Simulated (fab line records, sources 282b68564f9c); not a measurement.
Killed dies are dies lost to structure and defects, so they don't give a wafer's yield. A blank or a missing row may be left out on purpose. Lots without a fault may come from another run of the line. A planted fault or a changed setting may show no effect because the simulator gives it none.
Tool commonality check | flow rit_cmos | 14 lots, 42 wafers sampled

WHY IT WAS OPENED
At RIT_NRETRO_TW_MEAS_10 the reading NRETRO_TW is flagged on 2 of 14 lots. Wafers without a fault read 1061, standard deviation 16.
Rule: a lot is flagged when every wafer of it that has a number lies more than 4 standard deviations from that mean, or none has a number. The other lots count as sound.

lot  | measured    | on            | NRETRO_TW, wafer by wafer | flag
L121 | day 2 06:28 | film_metro-02 | 1032 1034 1036            |
L122 | day 2 10:48 | film_metro-04 | 1061 1059 1065            |
L124 | day 2 20:43 | film_metro-01 | 1082 1076 1076            |
L125 | day 3 02:52 | film_metro-01 | 1083 1080 1080            |
L126 | day 3 08:02 | film_metro-04 | 1064 1062 1064            |
L127 | day 3 13:23 | film_metro-02 | 1037 1037 1032            |
L131 | day 4 08:23 | film_metro-04 | 1062 1057 1060            |
L132 | day 4 13:48 | film_metro-04 | 1068 1060 1057            |
L135 | day 5 05:26 | film_metro-04 | 1191 1188 1182            | FLAGGED
L137 | day 5 14:19 | film_metro-01 | 1212 1206 1204            | FLAGGED
L139 | day 6 00:16 | film_metro-02 | 1026 1032 1034            |
L141 | day 6 10:41 | film_metro-01 | 1086 1082 1080            |
L143 | day 6 21:06 | film_metro-01 | 1086 1079 1090            |
L144 | day 7 01:05 | film_metro-04 | 1055 1048 1060            |
The numbers of the flagged lots are 1197 on average: +136 against the usual, or +9 standard deviations.

WHICH TOOL RAN EACH LOT
The record holds 1 process step before the reading, out of a route of 202 steps. In each cell: the tool, then ch and the chambers that the sampled wafers went through, then the start.
lot  | flag    | RIT_NRETRO_IMPLANT_08
L121 |         | implanter-01 ch 0, day 2 06:08
L122 |         | implanter-03 ch 0, day 2 10:30
L124 |         | implanter-03 ch 0, day 2 20:23
L125 |         | implanter-03 ch 0, day 3 02:32
L126 |         | implanter-03 ch 0, day 3 07:44
L127 |         | implanter-01 ch 0, day 3 13:05
L131 |         | implanter-01 ch 0, day 4 08:04
L132 |         | implanter-03 ch 0, day 4 13:29
L135 | FLAGGED | implanter-01 ch 0, day 5 05:08
L137 | FLAGGED | implanter-01 ch 0, day 5 13:59
L139 |         | implanter-02 ch 0, day 5 23:57
L141 |         | implanter-02 ch 0, day 6 10:23
L143 |         | implanter-03 ch 0, day 6 20:47
L144 |         | implanter-03 ch 0, day 7 00:47
What these steps do:
- RIT_NRETRO_IMPLANT_08
- RIT_NRETRO_TW_MEAS_10

FLAGGED OVER TOTAL, TOOL BY TOOL (the gauges that took the reading come last)
step                  | tool          | lots run | flagged | share of the flagged lots | sound lots run after its first flagged lot
RIT_NRETRO_IMPLANT_08 | implanter-01  | 5        | 2       | all                       | 0
RIT_NRETRO_IMPLANT_08 | implanter-02  | 2        | 0       | none                      | -
RIT_NRETRO_IMPLANT_08 | implanter-03  | 7        | 0       | none                      | -
RIT_NRETRO_TW_MEAS_10 | film_metro-01 | 5        | 1       | some                      | 2 (L141,L143)
RIT_NRETRO_TW_MEAS_10 | film_metro-02 | 3        | 0       | none                      | -
RIT_NRETRO_TW_MEAS_10 | film_metro-04 | 6        | 1       | some                      | 1 (L144)

WHAT THE TABLE ALLOWS
1 row of the table ran every flagged lot: implanter-01 at RIT_NRETRO_IMPLANT_08.
- implanter-01 at RIT_NRETRO_IMPLANT_08: 2 of its 5 lots flagged. Its last sound lot is L131 (day 4 08:04), its first flagged lot L135 (day 5 05:08): a fault that began between those two fits. Its own readings lie more than 4 standard deviations out on every wafer of the flagged lots: beam_on_s, faraday_current_uA.
One tool is left: implanter-01 at RIT_NRETRO_IMPLANT_08.

WHAT THE SIMULATOR HAD PUT IN
Process parameter drift: implanter-01, from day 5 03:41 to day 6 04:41, at RIT_NRETRO_IMPLANT_08. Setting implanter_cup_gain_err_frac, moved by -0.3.
Lots struck among those shown: L135, L137. The rule above found the same.
